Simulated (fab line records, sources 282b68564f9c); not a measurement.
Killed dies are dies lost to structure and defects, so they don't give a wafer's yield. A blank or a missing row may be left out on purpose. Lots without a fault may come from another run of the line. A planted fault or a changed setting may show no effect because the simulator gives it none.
fab line records | flow rit_cmos
record lots=6 wafers=18 last_day=7
route steps=202 shown NLDD@104 PLDD@114 M1@202
lots that met no fault: from a run of the same line without faults
start_h: hours from the record's first day to the start of the lot's first wafer shown | wait_h: hours since the lot's step before | " the same as in the row above | L1.1+2: a row that stands for several wafers | - no value, or no start given | * or withheld: withheld | < > ~ a bound
route shown NAME@n: a module of which the file shows steps, and the number in the route of the first | usual: mean/standard deviation of fault-free wafers | same: alike in all rows | chamber/n: place in a boat | sites: the reading at each site | _std_site: their standard deviation | _edge_site: outer sites' mean less inner sites' | radius_mm: how far each site lies from the wafer's centre | mask NAME#n: copy n | behind: the tool/chamber that last shaped the wafer | hold: why the lot was held/for how many hours/how that ended | device: the transistor (n, p or np) that didn't switch | end of line: the same wafers' tests at the end of the route | a step without rows: its recipe alone | killed: dies lost to structure and defects at the first sort, not the wafer's yield | map: a wafer's dies, x killed, . not, _ none there
set.NAME: the setting as run; set.NAME@STEP: as run at that earlier step | model.NAME: the simulator's own value behind a step, which no gauge read
lots at some steps of the route; a table a step, a row a wafer
services: from which hour (start_h, from the record's first day; less than 0 if before it) a tool's chamber was out of use, for how many hours, and why
## steps
# step RIT_NLDD_COAT_01
# recipe resist=NOVOLAK spin_rpm=3250 resist_thk_nm=1000
# step RIT_NLDD_SOFTBAKE_02
# recipe resist=NOVOLAK temp_c=90 time_s=60
# step RIT_NLDD_EXPOSE_03
# recipe mask_id=M7 na=0.57 target_cd_nm=40700 dose_mj=250
# step RIT_NLDD_PEB_04
# recipe resist=NOVOLAK temp_c=withheld time_s=withheld
# step RIT_NLDD_DEVELOP_05
# recipe resist=NOVOLAK develop_time_s=50 dev_temp_c=23
# step RIT_NLDD_OVL_MEAS_06
# usual NLDD_OVL=-0.2/1.6
# columns lot.wafer tool chamber start_h wait_h NLDD_OVL[nm]
L228.1 overlay-01 - 71.12 - -1.2
L228.2 " - " " -1.9
L228.6 " - " " -2.0
L233.2 overlay-02 - 95.62 - -0.5
L233.3 " - " " 0.5
L233.5 " - " " -0.4
L234.2 overlay-02 - 111.04 - -0.5
L234.3 " - " " -0.7
L234.4 " - " " -0.3
L241.1 overlay-02 - 148.98 - 1.5
L241.2 " - " " 0.1
L241.4 " - " " 1.3
L242.1 overlay-02 - 155.67 - -0.6
L242.2 " - " " -2.8
L242.3 " - " " -0.1
L243.1 overlay-01 - 155.91 - 0.0
L243.3 " - " " -0.2
L243.4 " - " " -0.7
# step RIT_NLDD_HARDBAKE_07
# recipe resist=NOVOLAK temp_c=140 time_s=60
# step RIT_NLDD_IMPLANT_08
# recipe species=P energy_kev=20 dose_cm2=5e+14 tilt_deg=7
# step RIT_NLDD_STRIP_09
# recipe chemistry=O2 time_s=180 resist=NOVOLAK platen_temp_c=withheld power_w=500 pressure_mtorr=4000 o2_flow_sccm=4000
# usual drypump_motor_current_A=5.9/0.58
# columns lot.wafer tool chamber start_h wait_h drypump_motor_current_A rf_hours_counter_h
L228.1 plasma_asher-04 0 71.46 0.1 5.3 39
L228.2 " 1 " " 5.1 39
L228.6 " 1 " " 5.2 -
L233.2 plasma_asher-01 0 95.95 0.1 5.9 48
L233.3 " 1 " " 5.5 -
L233.5 " 0 " " 5.8 -
L234.2 plasma_asher-02 1 111.37 0.1 6.3 49
L234.3 " 1 " " 6.3 -
L234.4 " 0 " " 6.6 -
L241.1 plasma_asher-02 1 149.67 0.1 6.3 52
L241.2 " 0 " " 6.6 52
L241.4 " 0 " " 6.6 -
L242.1 plasma_asher-01 0 156.06 0.1 5.9 4
L242.2 " 1 " " 5.5 4
L242.3 " 0 " " 5.8 -
L243.1 plasma_asher-04 0 156.25 0.1 5.2 48
L243.3 " 1 " " 5.2 -
L243.4 " 0 " " 5.2 -
# step RIT_NLDD_TW_MEAS_10
# usual NLDD_TW=2476/14
# columns lot.wafer tool chamber start_h wait_h NLDD_TW
L228.1 film_metro-02 - 71.63 0.1 2470
L228.2 " - " " 2486
L228.6 " - " " 2484
L233.2 film_metro-01 - 96.13 0.1 2488
L233.3 " - " " 2476
L233.5 " - " " 2488
L234.2 film_metro-02 - 111.55 0.1 2483
L234.3 " - " " 2489
L234.4 " - " " 2493
L241.1 film_metro-04 - 149.84 0.1 2469
L241.2 " - " " 2460
L241.4 " - " " 2468
L242.1 film_metro-02 - 156.23 0.1 2497
L242.2 " - " " 2494
L242.3 " - " " 2501
L243.1 film_metro-04 - 156.42 0.1 2474
L243.3 " - " " 2472
L243.4 " - " " 2467
# step RIT_PLDD_HMDS_00
# recipe prime_time_s=60 prime_temp_c=140
# step RIT_PLDD_COAT_01
# recipe resist=NOVOLAK spin_rpm=3189 resist_thk_nm=1000
# step RIT_PLDD_SOFTBAKE_02
# recipe resist=NOVOLAK temp_c=90 time_s=60
# usual exhaust_pa=45.1/0.86 heater_power_total_W=34.57/0.047 plate_temp_C=90.00/0.14
# columns lot.wafer tool chamber start_h wait_h exhaust_pa heater_power_total_W plate_temp_C
L228.1 litho_track-01 0 71.99 0.1 46.4 34.55 90.10
L228.2 " 0 " " 46.7 34.60 90.19
L228.6 " 0 " " 46.6 34.50 90.14
L233.2 litho_track-01 0 96.51 0.1 45.4 32.72 86.49
L233.3 " 0 " " 46.4 32.75 86.48
L233.5 " 0 " " 44.5 32.83 86.73
L234.2 litho_track-01 0 111.93 0.1 45.7 32.72 86.54
L234.3 " 0 " " 45.0 32.79 86.58
L234.4 " 0 " " 45.6 32.71 86.60
L241.1 litho_track-02 0 150.20 0.1 44.9 34.55 89.86
L241.2 " 0 " " 45.1 34.53 89.89
L241.4 " 0 " " 45.2 34.53 89.82
L242.1 litho_track-03 0 156.59 0.1 45.4 34.56 89.92
L242.2 " 0 " " 45.7 34.63 89.89
L242.3 " 0 " " 46.1 34.57 89.76
L243.1 litho_track-02 0 156.78 0.1 45.6 34.61 90.35
L243.3 " 0 " " 45.2 34.55 90.16
L243.4 " 0 " " 45.1 34.54 90.12
# step RIT_PLDD_EXPOSE_03
# recipe mask_id=M8 na=0.57 target_cd_nm=40900 dose_mj=250
# step RIT_PLDD_PEB_04
# recipe resist=NOVOLAK temp_c=withheld time_s=withheld
# step RIT_PLDD_DEVELOP_05
# recipe resist=NOVOLAK develop_time_s=50 dev_temp_c=23
# usual developer_temp_C=23.03/0.11 exhaust_pa=45.0/0.98
# columns lot.wafer tool chamber start_h wait_h developer_temp_C exhaust_pa model.NOVOLAK_of_PLDD_COAT_01.thk_nm
L228.1 litho_track-02 0 - - 23.03 44.8 1006
L228.2 " 0 " " 22.99 44.8 1009
L228.6 " 0 " " 23.08 43.0 1005
L233.2 litho_track-01 0 - - 23.10 44.2 1019
L233.3 " 0 " " 23.05 44.1 1018
L233.5 " 0 " " 22.88 44.6 1017
L234.2 litho_track-02 0 - - 23.21 43.7 1017
L234.3 " 0 " " 23.28 44.8 1017
L234.4 " 0 " " 23.24 43.8 1021
L241.1 litho_track-02 0 - - 23.04 46.1 1010
L241.2 " 0 " " 22.92 45.3 1007
L241.4 " 0 " " 23.00 45.9 1009
L242.1 litho_track-02 0 - - 23.08 47.9 1008
L242.2 " 0 " " 22.96 46.5 1011
L242.3 " 0 " " 23.16 46.0 1010
L243.1 litho_track-01 0 - - 23.12 45.0 1008
L243.3 " 0 " " 23.19 45.3 1011
L243.4 " 0 " " 23.06 46.4 1012
# step RIT_PLDD_OVL_MEAS_06
# usual PLDD_OVL=-1.6/1.5
# columns lot.wafer tool chamber start_h wait_h PLDD_OVL[nm]
L228.1 overlay-02 - 72.54 - -2.9
L228.2 " - " " -3.5
L228.6 " - " " -3.5
L233.2 overlay-02 - 97.16 - -0.1
L233.3 " - " " -1.0
L233.5 " - " " -0.3
L234.2 overlay-02 - 112.46 - -2.8
L234.3 " - " " -3.7
L234.4 " - " " -3.6
L241.1 overlay-01 - 150.88 - -0.8
L241.2 " - " " 0.6
L241.4 " - " " 0.9
L242.1 overlay-02 - 157.27 - -1.4
L242.2 " - " " -0.8
L242.3 " - " " -2.0
L243.1 overlay-01 - 157.51 - -2.8
L243.3 " - " " -1.2
L243.4 " - " " -1.4
# step RIT_M1_PROBE_99
# usual killed_at_M0_to_M3=0.0/0.12 killed_at_front_end=6.6/2.9 killed_dies=6.7/3 killed_open=3.5/2.1 killed_short=3.2/1.8
# same gross_dies=264 killed_at_M4_up=0 killed_at_back_side=0 killed_at_contacts=0 killed_at_other=0
# columns lot.wafer tool chamber start_h wait_h killed_at_M0_to_M3 killed_at_front_end killed_dies killed_open killed_short
L228.1 prober-02 - 86.26 0.1 0 8 8 2 6
L228.2 prober-02 - 86.31 0.1 0 3 3 2 1
L228.6 prober-02 - 86.51 0.2 0 3 3 1 2
L233.2 prober-02 - 112.56 0.1 0 5 5 2 3
L233.3 prober-02 - 112.61 0.2 0 7 7 3 4
L233.5 prober-02 - 112.71 0.2 0 9 9 4 5
L234.2 prober-01 - 126.90 0.1 0 4 4 1 3
L234.3 prober-01 - 126.95 0.2 0 8 8 4 4
L234.4 prober-01 - 127.00 0.2 1 6 7 4 3
L241.1 prober-02 - 172.66 0.1 0 11 11 8 3
L241.2 prober-02 - 172.71 0.1 0 10 10 6 4
L241.4 prober-02 - 172.81 0.2 0 14 14 8 6
L243.1 prober-01 - 172.66 0.1 0 6 6 2 4
L243.3 prober-01 - 172.76 0.2 0 6 6 3 3
L243.4 prober-01 - 172.81 0.2 0 0 0 0 0
L242.1 prober-02 - 172.96 0.4 0 7 7 1 6
L242.2 prober-02 - 173.01 0.4 0 7 7 3 4
L242.3 prober-02 - 173.06 0.5 0 6 6 3 3
# killed by level:class
L228.1 FOX2:geometric_particle:short=5 FOX2:geometric_particle:open=1 GATE:geometric_particle:short=1 GATE:geometric_particle:open=1
L228.2 GATE:geometric_particle:short=1 GATE:geometric_particle:open=1 SPACER:geometric_particle:open=1
L228.6 FOX1:geometric_particle:short=1 GATE:geometric_particle:short=1 GATE:geometric_particle:open=1
L233.2 SPACER:geometric_particle:short=2 FOX1:geometric_particle:open=1 FOX2:geometric_particle:open=1 GATE:geometric_particle:short=1
L233.3 FOX1:geometric_particle:short=1 FOX2:geometric_particle:short=1 GATE:geometric_particle:open=1 REOX:geometric_particle:short=1 SPACER:geometric_particle:short=1 SPACER:geometric_particle:open=1 SILICIDE:geometric_particle:open=1
L233.5 GATE:geometric_particle:open=3 GATE:geometric_particle:short=2 FOX1:geometric_particle:short=1 FOX2:geometric_particle:short=1 REOX:geometric_particle:open=1 SPACER:geometric_particle:short=1
L234.2 GATE:geometric_particle:short=3 GATE:geometric_particle:open=1
L234.3 GATE:geometric_particle:open=2 REOX:geometric_particle:open=2 FOX2:geometric_particle:short=1 GATE:geometric_particle:short=1 REOX:geometric_particle:short=1 SILICIDE:geometric_particle:short=1
L234.4 GATE:geometric_particle:open=3 FOX2:geometric_particle:short=1 GATE:geometric_particle:short=1 REOX:geometric_particle:open=1 M1:geometric_particle:short=1
L241.1 REOX:geometric_particle:open=4 FOX1:geometric_particle:short=1 FOX1:geometric_particle:open=1 GATE:geometric_particle:short=1 GATE:geometric_particle:open=1 REOX:geometric_particle:short=1 SPACER:geometric_particle:open=1 SILICIDE:geometric_particle:open=1
L243.1 FOX1:geometric_particle:open=2 FOX1:geometric_particle:short=2 REOX:geometric_particle:short=2
L241.2 REOX:geometric_particle:open=3 REOX:geometric_particle:short=2 SPACER:geometric_particle:open=2 GATE:geometric_particle:short=1 SILICIDE:geometric_particle:open=1 SILICIDE:geometric_particle:short=1
L243.3 FOX1:geometric_particle:short=2 FOX1:geometric_particle:open=1 GATE:geometric_particle:open=1 REOX:geometric_particle:open=1 SILICIDE:geometric_particle:short=1
L241.4 GATE:geometric_particle:short=4 SILICIDE:geometric_particle:open=3 GATE:geometric_particle:open=2 SILICIDE:geometric_particle:short=2 FOX1:geometric_particle:open=1 REOX:geometric_particle:open=1 SPACER:geometric_particle:open=1
L242.1 GATE:geometric_particle:short=3 FOX1:geometric_particle:short=1 FOX2:geometric_particle:short=1 GATE:geometric_particle:open=1 REOX:geometric_particle:short=1
L242.2 GATE:geometric_particle:open=3 REOX:geometric_particle:short=2 FOX1:geometric_particle:short=1 GATE:geometric_particle:short=1
L242.3 GATE:geometric_particle:open=2 REOX:geometric_particle:short=2 REOX:geometric_particle:open=1 SPACER:geometric_particle:short=1
## services
# columns tool chamber start_h hours kind
plasma_asher-01 - 108.75 9.0 pm
plasma_asher-01 0 108.75 9.0 vent_cycle
plasma_asher-01 1 108.75 9.0 vent_cycle
plasma_asher-02 - 111.76 0.5 repair
plasma_asher-01 0 117.75 - clean
plasma_asher-01 1 117.75 - clean
plasma_asher-02 - 127.91 2.8 pm
## key
first_sign step=RIT_PLDD_SOFTBAKE_02 reading=heater_power_total_W direction=down sigmas=39 usual=34.57 struck=32.75
effect step=RIT_PLDD_SOFTBAKE_02 reading=plate_temp_C direction=down sigmas=24 usual=* struck=*
model_effect step=RIT_PLDD_DEVELOP_05 value=NOVOLAK_of_PLDD_COAT_01.thk_nm without=1009 struck=1018
met_at RIT_PLDD_SOFTBAKE_02
struck_wafers L233.2,L233.3,L233.5,L234.2,L234.3,L234.4
tester_left_out L233,L234
onset_between 71.99 96.51
fault kind=process_parameter_drift tool=litho_track-01 chamber=- onset_h=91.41 steps=RIT_PLDD_SOFTBAKE_02 channel=temp_c offset=* shape=step end_h=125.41 acts_in=* stated=*
# tester_left_out: of these lots the tester's yield and bins aren't shown, on N5 and GAA mostly nor the transistor test; their killed dies are dies lost to structure and defects alone, not to doping, threshold or leakage, so they don't give the yield
